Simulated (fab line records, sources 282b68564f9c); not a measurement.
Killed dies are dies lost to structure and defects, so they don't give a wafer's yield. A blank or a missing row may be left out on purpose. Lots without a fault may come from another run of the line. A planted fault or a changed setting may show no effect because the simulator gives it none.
Which tool did it? | flow rit_cmos | 16 lots, 48 wafers sampled, at 5 steps of a route of 202

WHAT THE GAUGES READ, wafer by wafer
RIT_ACTIVE_THK_MEAS_04. Usual: ACTIVE_NITRIDE_THK 149.1 nm, standard deviation 1.3.
lot  | measured    | on            | ACTIVE_NITRIDE_THK (nm) | flag
L443 | day 1 13:33 | film_metro-04 | 150.9 151.9 150.8       |
L444 | day 1 18:32 | film_metro-01 | 147.7 148.4 148.0       |
L445 | day 1 23:32 | film_metro-01 | 150.8 150.9 151.6       |
L446 | day 2 04:32 | film_metro-04 | 149.9 148.4 150.4       |
L447 | day 2 09:32 | film_metro-04 | 149.2 150.2 149.3       |
L448 | day 2 14:32 | film_metro-01 | 149.6 151.1 148.4       |
L449 | day 2 19:32 | film_metro-03 | 149.4 150.4 149.5       |
L450 | day 3 00:33 | film_metro-04 | 148.1 148.5 150.1       |
L451 | day 3 05:33 | film_metro-01 | 149.0 149.6 149.4       |
L452 | day 3 10:33 | film_metro-03 | 146.6 146.7 146.2       |
L453 | day 3 15:32 | film_metro-03 | 149.8 150.2 148.9       |
L454 | day 3 20:32 | film_metro-04 | 147.2 147.1 147.1       |
L461 | day 5 07:44 | film_metro-01 | 149.3 149.9 149.7       |
L463 | day 5 19:53 | film_metro-04 | 147.0 146.3 147.5       |
L464 | day 5 22:33 | film_metro-04 | 148.2 148.2 147.5       |
L465 | day 6 03:32 | film_metro-04 | 148.8 148.2 148.6       |

RIT_FOX2_THK_MEAS_90. Usual: FIELD_OXIDE_LEFT_1_THK 320 nm, standard deviation 7.1.
lot  | measured    | on            | FIELD_OXIDE_LEFT_1_THK (nm) | flag
L443 | day 1 19:42 | film_metro-04 | 331 326 330                 |
L444 | day 2 01:28 | film_metro-02 | 308 307 302                 |
L445 | day 2 05:15 | film_metro-04 | 316 313 315                 |
L446 | day 2 11:10 | film_metro-03 | 320 322 324                 |
L447 | day 2 15:13 | film_metro-03 | 312 309 323                 |
L448 | day 2 22:02 | film_metro-03 | 317 318 319                 |
L449 | day 3 01:58 | film_metro-02 | 326 319 323                 |
L450 | day 3 06:46 | film_metro-04 | 328 328 323                 |
L451 | day 3 11:47 | film_metro-04 | 320 314 313                 |
L452 | day 3 16:16 | film_metro-04 | 319 322 314                 |
L453 | day 3 21:16 | film_metro-03 | 319 312 312                 |
L454 | day 4 02:19 | film_metro-02 | 321 325 324                 |
L461 | day 5 13:23 | film_metro-03 | 318 321 315                 |
L463 | day 6 01:44 | film_metro-04 | 326 325 321                 |
L464 | day 6 04:32 | film_metro-04 | 332 332 328                 |
L465 | day 6 09:11 | film_metro-02 | 316 320 313                 |

RIT_PWELL_OVL_MEAS_06. Usual: PWELL_OVL 0.2 nm, standard deviation 1.2.
lot  | measured    | on         | PWELL_OVL (nm) | flag
L443 | day 1 22:19 | overlay-02 | 1.5 -0.1 -0.4  |
L444 | day 2 04:05 | overlay-01 | 1.9 2.0 2.1    |
L445 | day 2 07:59 | overlay-01 | 0.1 1.2 0.4    |
L446 | day 2 13:55 | overlay-01 | 0.8 -1.2 -1.3  |
L447 | day 2 17:49 | overlay-01 | 0.5 1.1 1.4    |
L448 | day 3 00:35 | overlay-02 | 1.6 1.2 0.6    |
L449 | day 3 04:31 | overlay-02 | -2.4 0.7 0.4   |
L450 | day 3 09:32 | overlay-02 | 0.5 0.5 0.7    |
L451 | day 3 14:19 | overlay-01 | - - -          | OFF
L452 | day 3 18:45 | overlay-02 | - - -          | OFF
L453 | day 3 23:45 | overlay-02 | - - -          | OFF
L454 | day 4 04:59 | overlay-02 | - - -          | OFF
L461 | day 5 16:01 | overlay-02 | -1.0 -0.8 -0.4 |
L463 | day 6 04:28 | overlay-02 | 2.0 2.6 0.8    |
L464 | day 6 07:23 | overlay-02 | -1.3 0.9 0.4   |
L465 | day 6 11:48 | overlay-02 | 0.6 1.3 1.2    |

WHICH TOOL RAN EACH LOT (tool, then ch and the chambers of the sampled wafers, then the start)
lot  | RIT_ACTIVE_ETCH_13                | RIT_PWELL_EXPOSE_03
L443 | rie_diel-03 ch 1,3, day 1 14:53   | iline_stepper-01 ch 0, day 1 21:54
L444 | rie_diel-03 ch 0,2,3, day 1 19:43 | iline_stepper-02 ch 0, day 2 03:40
L445 | rie_diel-01 ch 0,1,2, day 2 00:43 | iline_stepper-01 ch 0, day 2 07:34
L446 | rie_diel-04 ch 0,1,2, day 2 05:43 | iline_stepper-02 ch 0, day 2 13:29
L447 | rie_diel-03 ch 1,2,3, day 2 10:43 | iline_stepper-02 ch 0, day 2 17:23
L448 | rie_diel-01 ch 0,3, day 2 15:43   | iline_stepper-02 ch 0, day 3 00:09
L449 | rie_diel-01 ch 0,2,3, day 2 20:50 | iline_stepper-02 ch 0, day 3 04:01
L450 | rie_diel-04 ch 0,1,2, day 3 01:50 | iline_stepper-02 ch 0, day 3 09:08
L451 | rie_diel-03 ch 0,2, day 3 06:47   | iline_stepper-02 ch 0, day 3 13:55
L452 | rie_diel-01 ch 1,2, day 3 11:43   | iline_stepper-02 ch 0, day 3 18:21
L453 | rie_diel-01 ch 0,1,3, day 3 16:43 | iline_stepper-02 ch 0, day 3 23:20
L454 | rie_diel-03 ch 0,1,2, day 3 21:51 | iline_stepper-02 ch 0, day 4 04:31
L461 | rie_diel-01 ch 0,1,3, day 5 08:55 | iline_stepper-01 ch 0, day 5 15:35
L463 | rie_diel-04 ch 0,1, day 5 21:11   | iline_stepper-01 ch 0, day 6 04:04
L464 | rie_diel-03 ch 0,1,2, day 5 23:50 | iline_stepper-01 ch 0, day 6 06:59
L465 | rie_diel-03 ch 0,3, day 6 04:43   | iline_stepper-01 ch 0, day 6 11:22
- RIT_ACTIVE_ETCH_13: etches Si3N4 in SF6, stops on SiO2, time 210 s, target depth 210 nm.
- RIT_PWELL_EXPOSE_03: exposes mask M3, target cd 43700 nm.

WHAT THE TOOLS THEMSELVES READ (means of the sampled wafers that have a number; where no wafer has one, the mark that the record gives instead)
RIT_ACTIVE_ETCH_13. Usual: chamber_pressure_mTorr 259.98 mTorr, standard deviation 0.23; drypump_motor_current_A 5.6 A, standard deviation 0.45; oes_product_au 0.819 a.u., standard deviation 0.012; throttle_valve_pct 7.55 %, standard deviation 0.12.
lot  | tool        | chamber_pressure_mTorr (mTorr) | drypump_motor_current_A (A) | oes_product_au (a.u.) | throttle_valve_pct (%) | flag
L443 | rie_diel-03 | 260.03                         | 5.4                         | 0.820                 | 7.55                   |
L444 | rie_diel-03 | 259.92                         | 5.4                         | 0.810                 | 7.51                   |
L445 | rie_diel-01 | 259.91                         | 5.7                         | 0.836                 | 7.66                   |
L446 | rie_diel-04 | 260.16                         | 5.7                         | 0.823                 | 7.59                   |
L447 | rie_diel-03 | 259.98                         | 5.1                         | 0.807                 | 7.50                   |
L448 | rie_diel-01 | 260.15                         | 5.8                         | 0.838                 | 7.58                   |
L449 | rie_diel-01 | 259.89                         | 5.9                         | 0.831                 | 7.51                   |
L450 | rie_diel-04 | 260.07                         | 5.7                         | 0.825                 | 7.59                   |
L451 | rie_diel-03 | 259.94                         | 5.4                         | 0.821                 | 7.53                   |
L452 | rie_diel-01 | 260.07                         | 5.9                         | 0.818                 | 7.60                   |
L453 | rie_diel-01 | 259.92                         | 5.8                         | 0.828                 | 7.60                   |
L454 | rie_diel-03 | 259.96                         | 5.2                         | 0.806                 | 7.52                   |
L461 | rie_diel-01 | 259.97                         | 5.8                         | 0.830                 | 7.59                   |
L463 | rie_diel-04 | 259.72                         | 5.6                         | 0.813                 | 7.58                   |
L464 | rie_diel-03 | 260.09                         | 5.1                         | 0.809                 | 7.52                   |
L465 | rie_diel-03 | 260.02                         | 5.7                         | 0.814                 | 7.57                   |

THE ANSWER, worked out from the rows above alone
Rule: a lot is off if the mean of its wafers that have a number lies more than 3 standard deviations from the usual mean. A lot without any number at a reading at which 4 lots or more have one is off too. The other lots that the step has rows for count as sound. The gauges are gone through in route order, then the tools' own readings, and for those a lot's mean is taken as printed above. The first step at which some lot is off is used, and at that step the reading that is off furthest; a lot without a number counts as furthest.
Off: L451, L452, L453, L454, at RIT_PWELL_OVL_MEAS_06 (PWELL_OVL). Without a number there: L451, L452, L453, L454.
A tool fits if, at a process step before that reading, it ran every lot that is off, and no sound lot after the first of them. The gauges at RIT_PWELL_OVL_MEAS_06 are tried like those tools. One fits: iline_stepper-02 at RIT_PWELL_EXPOSE_03. Its last sound lot is L450 (day 3 09:08), its first lot that is off L451 (day 3 13:55): a fault that began between those two fits.

WHAT THE SIMULATOR HAD PUT IN
Scanner matching overlay: iline_stepper-02, from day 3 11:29 on, at RIT_PWELL_EXPOSE_03. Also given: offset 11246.
Lots struck among those shown: L451, L452, L453, L454. The rule above found the same.
